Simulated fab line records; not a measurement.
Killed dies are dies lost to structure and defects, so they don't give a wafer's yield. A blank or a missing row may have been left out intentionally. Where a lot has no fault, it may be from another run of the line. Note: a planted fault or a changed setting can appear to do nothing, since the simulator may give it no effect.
Which tool is to blame? | flow berkeley_cmos170 | Sampling: 14 lots, 42 wafers, 5 of 331 route steps

== WHAT EACH GAUGE READ, for each wafer ==
UCB170_NVT_OVL_MEAS_06. Usual: NVT_OVL typically reads 0 nm, with standard deviation 4.5.
lot  | measured    | on         | NVT_OVL (nm) | flag
L971 | day 5 19:57 | overlay-01 | -1 -6 -9     |
L973 | day 6 10:11 | overlay-01 | 6 2 9        |
L972 | day 6 10:17 | overlay-02 | 1 -5 4       |
L975 | day 6 19:00 | overlay-01 | -2 -10 -6    |
L974 | day 6 19:10 | overlay-01 | -1 -8 1      |
L977 | day 7 09:42 | overlay-01 | 0 2 -5       |
L976 | day 7 09:59 | overlay-01 | 2 -3 -8      |
L978 | day 7 09:59 | overlay-02 | 0 -8 -6      |
L980 | day 7 16:41 | overlay-02 | -3 1 1       |
L981 | day 7 16:50 | overlay-01 | -3 -2 -1     |
L984 | day 8 08:49 | overlay-02 | -1 -3 3      |
L986 | day 8 21:11 | overlay-02 | 9 8 4        |
L991 | day 9 14:13 | overlay-02 | 3 -5 -7      |
L992 | day 9 22:26 | overlay-01 | 1 0 -1       |

UCB170_SPACER_THK_MEAS_01. Usual: SPACER_TEOS_THK typically reads 377 nm, with standard deviation 5.1.
lot  | measured     | on            | SPACER_TEOS_THK (nm) | flag
L971 | day 6 16:14  | film_metro-03 | 376 387 383          |
L973 | day 7 06:31  | film_metro-03 | 381 381 382          |
L972 | day 7 09:06  | film_metro-01 | 371 369 375          |
L975 | day 7 14:50  | film_metro-03 | 371 378 375          |
L974 | day 7 15:11  | film_metro-02 | 377 381 382          |
L977 | day 8 09:05  | film_metro-03 | 371 368 380          |
L976 | day 8 09:23  | film_metro-03 | 380 380 383          |
L978 | day 8 09:12  | film_metro-03 | 372 376 375          |
L980 | day 8 15:01  | film_metro-01 | 372 373 379          |
L981 | day 8 16:02  | film_metro-03 | 373 375 380          |
L984 | day 9 02:35  | film_metro-03 | 366 376 377          |
L986 | day 9 18:11  | film_metro-03 | 376 380 376          |
L991 | day 10 11:17 | film_metro-01 | 372 381 382          |
L992 | day 10 16:45 | film_metro-02 | 380 374 371          |

UCB170_PSD_TW_MEAS_10. Usual: PSD_TW typically reads 2326, with standard deviation 21.
lot  | measured     | on            | PSD_TW         | flag
L971 | day 6 21:48  | film_metro-04 | 2310 2307 2303 |
L973 | day 7 11:18  | film_metro-01 | 2325 2341 2354 |
L972 | day 7 14:03  | film_metro-04 | 2312 2313 2321 |
L975 | day 7 21:37  | film_metro-02 | 2331 2321 2334 |
L974 | day 7 22:29  | film_metro-01 | 2349 2355 2348 |
L977 | day 8 14:27  | film_metro-02 | 2337 2328 2358 |
L976 | day 8 14:44  | film_metro-04 | 2310 2300 2293 |
L978 | day 8 14:47  | film_metro-02 | 2341 2345 2329 |
L980 | day 8 20:56  | film_metro-04 | 2286 2302 2297 |
L981 | day 8 20:23  | film_metro-01 | 2334 2339 2336 |
L984 | day 9 08:44  | film_metro-04 | 2298 2290 2303 |
L986 | day 10 01:35 | film_metro-04 | 2308 2305 2303 |
L991 | day 10 16:47 | film_metro-04 | 2309 2304 2305 |
L992 | day 10 22:50 | film_metro-01 | 2339 2330 2337 |

UCB170_SDANNEAL_RS_MEAS_05: the measuring method here is four-point-probe. Usual: NLDD_RS typically reads 616.7 ohm/sq, with standard deviation 1.7.
lot  | measured     | on            | NLDD_RS (ohm/sq)  | flag
L971 | day 7 00:55  | film_metro-04 | 617.5 617.7 618.3 |
L973 | day 7 14:19  | film_metro-02 | 616.3 617.9 617.0 |
L972 | day 7 17:20  | film_metro-04 | 617.6 617.8 618.5 |
L975 | day 8 00:37  | film_metro-02 | 617.1 619.4 615.6 |
L974 | day 8 01:35  | film_metro-01 | 643.6 642.2 644.5 | OFF
L977 | day 8 18:12  | film_metro-01 | 617.0 618.0 617.2 |
L976 | day 8 20:58  | film_metro-02 | 615.7 615.9 618.0 |
L978 | day 8 21:25  | film_metro-01 | 614.0 613.5 614.2 |
L980 | day 9 01:30  | film_metro-01 | 641.2 641.7 642.5 | OFF
L981 | day 9 00:34  | film_metro-01 | 615.2 617.4 616.9 |
L984 | day 9 12:44  | film_metro-04 | 617.6 618.2 617.3 |
L986 | day 10 07:46 | film_metro-01 | 615.0 615.4 612.0 |
L991 | day 10 21:40 | film_metro-02 | 617.1 615.9 614.7 |
L992 | day 11 03:07 | film_metro-04 | 619.8 621.2 621.5 |

== WHICH TOOL RAN EACH LOT (tool, then ch and the chambers of the sampled wafers, then the start) ==
lot  | UCB170_NLDD_IMPLANT_08
L971 | implanter-04 ch 0, day 6 15:28
L973 | implanter-04 ch 0, day 7 04:43
L972 | implanter-03 ch 0, day 7 08:24
L975 | implanter-03 ch 0, day 7 14:10
L974 | implanter-03 ch 0, day 7 14:29
L977 | implanter-04 ch 0, day 8 08:24
L976 | implanter-04 ch 0, day 8 08:42
L978 | implanter-02 ch 0, day 8 08:31
L980 | implanter-03 ch 0, day 8 14:20
L981 | implanter-04 ch 0, day 8 15:23
L984 | implanter-02 ch 0, day 9 01:53
L986 | implanter-04 ch 0, day 9 17:31
L991 | implanter-04 ch 0, day 10 10:35
L992 | implanter-02 ch 0, day 10 15:17
- UCB170_NLDD_IMPLANT_08

== AS READ BY THE TOOLS THEMSELVES (means over the sampled wafers that have a number; for cases with no such wafer, the mark the record gives instead) ==
UCB170_NLDD_IMPLANT_08. Usual: dose_ions_cm2 4.999e+13, standard deviation 5.4e+10; faraday_current_uA 158, standard deviation 3.3.
lot  | tool         | dose_ions_cm2 | faraday_current_uA | flag
L971 | implanter-04 | 5.000e+13     | 155                |
L973 | implanter-04 | 4.994e+13     | 163                |
L972 | implanter-03 | 5.000e+13     | 159                |
L975 | implanter-03 | 4.996e+13     | 162                |
L974 | implanter-03 | 4.435e+13     | 142                | OFF
L977 | implanter-04 | 4.992e+13     | 157                |
L976 | implanter-04 | 5.003e+13     | 158                |
L978 | implanter-02 | 4.999e+13     | 159                |
L980 | implanter-03 | 4.426e+13     | 143                | OFF
L981 | implanter-04 | 4.997e+13     | 158                |
L984 | implanter-02 | 4.998e+13     | 157                |
L986 | implanter-04 | 4.996e+13     | 160                |
L991 | implanter-04 | 4.997e+13     | 159                |
L992 | implanter-02 | 4.996e+13     | 159                |

== THE ANSWER, worked out from the rows above alone ==
Rule: lot off if the mean of its wafers having a number is beyond 3 standard deviations from the usual mean. A lot without any number at a reading at which 4 lots or more have one is off too. All remaining lots with rows at the step are treated as sound. After the gauges, taken in route order, come the tools' own readings; for these a lot's mean is taken, as printed above. At the first step where some lot is off, the reading lying furthest off is the one used; lots without a number count as furthest.
Off: at UCB170_SDANNEAL_RS_MEAS_05 (NLDD_RS), L974, L980.
A tool fits if, at a process step before that reading, it ran every lot that is off, and no sound lot after the first of them. Not tried: the gauges at UCB170_SDANNEAL_RS_MEAS_05; whatever is off there is also off at UCB170_NLDD_IMPLANT_08, on other tools, and gauge error can't account for it. One fits: UCB170_NLDD_IMPLANT_08 on implanter-03. Its last sound lot is L975 (day 7 14:10), its first lot that is off L974 (day 7 14:29): a fault that began between those two fits.
The tool's own readings at UCB170_NLDD_IMPLANT_08 bear it out: on the lots that are off they differ by more than 5 times the standard deviation of the sound lots' means. dose_ions_cm2 reads 4.430e+13 there against 4.997e+13 on the sound lots; faraday_current_uA reads 142 there against 159 on the sound lots.

== WHAT THE SIMULATOR HAD PUT IN ==
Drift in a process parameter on implanter-03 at UCB170_NLDD_IMPLANT_08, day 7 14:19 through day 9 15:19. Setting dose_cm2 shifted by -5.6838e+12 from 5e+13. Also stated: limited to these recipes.
Shown lots that were struck: L974, L980. This agrees with what the rule above found.
